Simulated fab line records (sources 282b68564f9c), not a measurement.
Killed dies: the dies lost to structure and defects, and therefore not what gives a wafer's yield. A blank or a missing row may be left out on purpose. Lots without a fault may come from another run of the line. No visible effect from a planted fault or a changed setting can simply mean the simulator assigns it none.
Struck lot and sound lot, side by side -- flow rit cmos -- 23 out of 202 route steps
Sound: wafers L659.3, L659.5, L659.6. Wafers struck: L673.2, L673.4, L673.5. The cause is named last.
For every step that has rows: the tool of each side, followed by ch and its chambers, followed by its first start. Under that, the readings that differ: sound wafers -- struck wafers -- difference of the means -- sigmas: that difference in standard deviations of wafers without a fault.
alike: a reading whose means differ by less than 2 such deviations, as well as words and numbers matching on both sides. not compared: withheld readings; readings where some wafer has no value; bounds like >300 that might hide an equal value; numbers whose values overlap and for which the record gives no deviation.
The two part at a step that has a row with sigmas, a row that says differs or no value, or rows on one side only. Numbers that have no deviation but don't overlap get no sigmas and don't part them. A reading that every wafer of one side lacks parts them only if that side has two wafers or more.

first, 5 steps without rows for these wafers: RIT_GATE_WET_ETCH_00 (etches SiO2 in BOE, target depth 56 nm, time 60 s); RIT_GATE_CLEAN_01 (cleans in SC1, time 600 s); RIT_GATE_CLEAN_02 (cleans in dHF, time 30 s); RIT_GATE_CLEAN_03 (cleans in SC2, time 600 s); RIT_GATE_CLEAN_04 (cleans in dHF, time 60 s).
RIT_FOX2_THK_MEAS_91:
  sound: film metro-01 at day 2 10:44; struck: film metro-02 at day 5 08:48
  alike: FIELD_OXIDE_LEFT_2_THK
then, 2 steps without rows for these wafers: RIT_GATE_OXIDATION_05 (target thk 3 nm, ox time 270 s); RIT_GATE_ANNEAL_06 (time 600 s).
RIT_GATE_THK_MEAS_07:
  sound: film metro-03 at day 2 13:17; struck: film metro-02 at day 5 12:11
  alike: GATE_OXIDE_THK
then, 1 step without rows for these wafers: RIT_GATE_CVD_08 (deposits poly-Si from SiH4, target thk 250 nm, time 2220 s).
RIT_GATE_THK_MEAS_09:
  sound: film metro-01 at day 2 14:57; struck: film metro-01 at day 5 13:52
reading,sound,struck,difference,sigmas
GATE_POLY_THK (nm),246.7 244.1 245.0,253.0 254.8 255.2,+9.1,+3
then, 1 step without rows for these wafers: RIT_GATE_HMDS_10 (prime time 60 s).
RIT_GATE_COAT_11: resist thk 850 nm.
  sound on litho track-04 ch 0, day 2 15:11; struck on litho track-04 ch 0, day 5 14:05
reading,sound,struck,difference,sigmas
model.NOVOLAK_of_GATE_COAT_11.thk nm (nm),849.8 851.1 851.7,467.2 466.6 466.9,-384.0,
then, 4 steps without rows for these wafers: RIT_GATE_SOFTBAKE_12 (time 60 s); RIT_GATE_EXPOSE_13 (exposes mask M6, target cd 150 nm); RIT_GATE_PEB_14; RIT_GATE_DEVELOP_15 (develop time 50 s).
RIT_GATE_CD_MEAS_16: the cd target is 150 nm.
  sound: cd sem-01 at day 2 15:58; struck: cd sem-02 at day 5 14:47
reading,sound,struck,difference,sigmas
cd nm (nm),146.9 148.1 148.5,59.6 59.8 57.5,-88.9,-36
RIT_GATE_OVL_MEAS_17:
  sound: overlay-01 at day 2 16:04; struck: overlay-02 at day 5 14:53
  alike: GATE_OVL
then, 1 step without rows for these wafers: RIT_GATE_HARDBAKE_18 (time 60 s).
RIT_GATE_ETCH_19: etches poly-Si in SF6/CHF3/O2, stops on SiO2, time 165 s, target depth 312.5 nm.
  sound on rie si-01 ch 0,1, day 2 16:14; struck on rie si-01 ch 1,3, day 5 15:04
reading,sound,struck,difference,sigmas
oes product au (a.u.),0.828 0.827 0.837,0.881 0.862 0.882,+0.044,+3
model.NOVOLAK_of_GATE_COAT_11.thk nm (nm),668.3 670 671.4,338.1 335.3 337.8,-332.8,
model.GATE.cd nm (nm),147.1 148.5 148.6,59.38 59.7 57.51,-89.20,
  alike: drypump motor current A, throttle valve pct
  not compared: rf hours counter h
RIT_GATE_STRIP_20: strips in O2, time 180 s.
  sound on plasma asher-04 ch 0,1, day 2 16:24; struck on plasma asher-01 ch 0,1, day 5 15:11
  alike: drypump motor current A
  not compared: rf hours counter h
RIT_M1_PROBE_99:
  sound: prober-02 at day 3 14:04; struck: prober-02 at day 6 11:50
reading,sound,struck,difference,sigmas
killed at front end,2 8 7,264 264 264,+258,+81
killed dies,2 8 7,264 264 264,+258,+81
killed on rim,1 0 2,70 70 70,+69,+49
  alike: killed at contacts, killed open, killed short

WHERE THEY PART
First at RIT_GATE_THK_MEAS_09; last, within this record, at RIT_M1_PROBE_99.

WHY: what the simulator had put in
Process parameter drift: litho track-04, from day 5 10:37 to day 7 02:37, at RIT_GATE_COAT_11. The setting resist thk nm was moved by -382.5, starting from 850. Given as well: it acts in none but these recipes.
